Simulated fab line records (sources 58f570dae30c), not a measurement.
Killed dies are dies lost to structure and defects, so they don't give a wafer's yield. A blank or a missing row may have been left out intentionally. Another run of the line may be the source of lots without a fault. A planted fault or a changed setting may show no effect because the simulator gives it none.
Which tool is to blame? :: flow berkeley_cmos170 :: 7 lots with 21 wafers sampled at 4 steps, on a route of 331 steps

## WHAT EACH GAUGE READ, for each wafer
UCB170_M3_CD_MEAS_90: target cd 700 nm.
lot: L904
measured: day 8 11:16
on: cd_sem-02
cd_nm (nm): 702 702 705

lot: L908
measured: day 9 20:10
on: cd_sem-02
cd_nm (nm): 706 706 708

lot: L910
measured: day 10 06:02
on: cd_sem-01
cd_nm (nm): 705 704 703

lot: L911
measured: day 10 13:40
on: cd_sem-02
cd_nm (nm): 700 697 702

lot: L914
measured: day 11 03:42
on: cd_sem-01
cd_nm (nm): 698 699 701

lot: L923
measured: day 12 03:23
on: cd_sem-01
cd_nm (nm): 700 698 699

## WHICH TOOL RAN EACH LOT (tool, then ch and the chambers of the sampled wafers, then the start)
lot: L904
UCB170_CONTACT_STRIP_19: plasma_asher-01 ch 0,1, day 7 14:38
UCB170_V1_DEVELOP_11: litho_track-01 ch 0, day 8 02:00
UCB170_M3_ETCH_17: rie_diel-02 ch 1,3, day 8 10:53

lot: L908
UCB170_CONTACT_STRIP_19: plasma_asher-01 ch 0,1, day 9 01:02
UCB170_V1_DEVELOP_11: litho_track-02 ch 0, day 9 08:00
UCB170_M3_ETCH_17: rie_diel-02 ch 1,2,3, day 9 19:50

lot: L910
UCB170_CONTACT_STRIP_19: plasma_asher-02 ch 0,1, day 9 10:01
UCB170_V1_DEVELOP_11: litho_track-01 ch 0, day 9 20:00
UCB170_M3_ETCH_17: rie_diel-02 ch 0,1,3, day 10 05:41

lot: L911
UCB170_CONTACT_STRIP_19: plasma_asher-03 ch 0, day 9 19:04
UCB170_V1_DEVELOP_11: litho_track-02 ch 0, day 10 02:00
UCB170_M3_ETCH_17: rie_diel-01 ch 0,2,3, day 10 13:19

lot: L916
UCB170_CONTACT_STRIP_19: plasma_asher-03 ch 0,1, day 10 08:35
UCB170_V1_DEVELOP_11: litho_track-03, day 10 16:00
UCB170_M3_ETCH_17: -

lot: L914
UCB170_CONTACT_STRIP_19: plasma_asher-03 ch 0,1, day 10 09:14
UCB170_V1_DEVELOP_11: litho_track-01 ch 0, day 10 17:00
UCB170_M3_ETCH_17: rie_diel-01 ch 0,1, day 11 03:19

lot: L923
UCB170_CONTACT_STRIP_19: plasma_asher-01 ch 0,1, day 11 06:35
UCB170_V1_DEVELOP_11: litho_track-03 ch 0, day 11 16:00
UCB170_M3_ETCH_17: rie_diel-04 ch 0,1,2, day 12 03:03
- UCB170_CONTACT_STRIP_19: strips in O2.
- UCB170_V1_DEVELOP_11: develop time 45 s.
- UCB170_M3_ETCH_17: etches BARC in N2/H2.

## THE ANSWER, worked out from the rows above alone
Rule: what is usual is taken from the lots themselves. The widest of any qualifying gaps counts: lots, ordered by their means at a reading, are off when they make up no more than a third of the lots, leave a main group of 4 or more, and stand apart from it by 3 or more times the standard deviation of that group's means. The tables above print the reading to a certain number of digits; a main group whose means all agree to those digits is not used. A lot without any number at a reading at which 4 lots or more have one is off too. Where the step has rows for the other lots, those lots are counted as sound.
Across all readings shown, no lot is off: no conclusion can be drawn from this.

## WHAT HAD BEEN PUT IN BY THE SIMULATOR
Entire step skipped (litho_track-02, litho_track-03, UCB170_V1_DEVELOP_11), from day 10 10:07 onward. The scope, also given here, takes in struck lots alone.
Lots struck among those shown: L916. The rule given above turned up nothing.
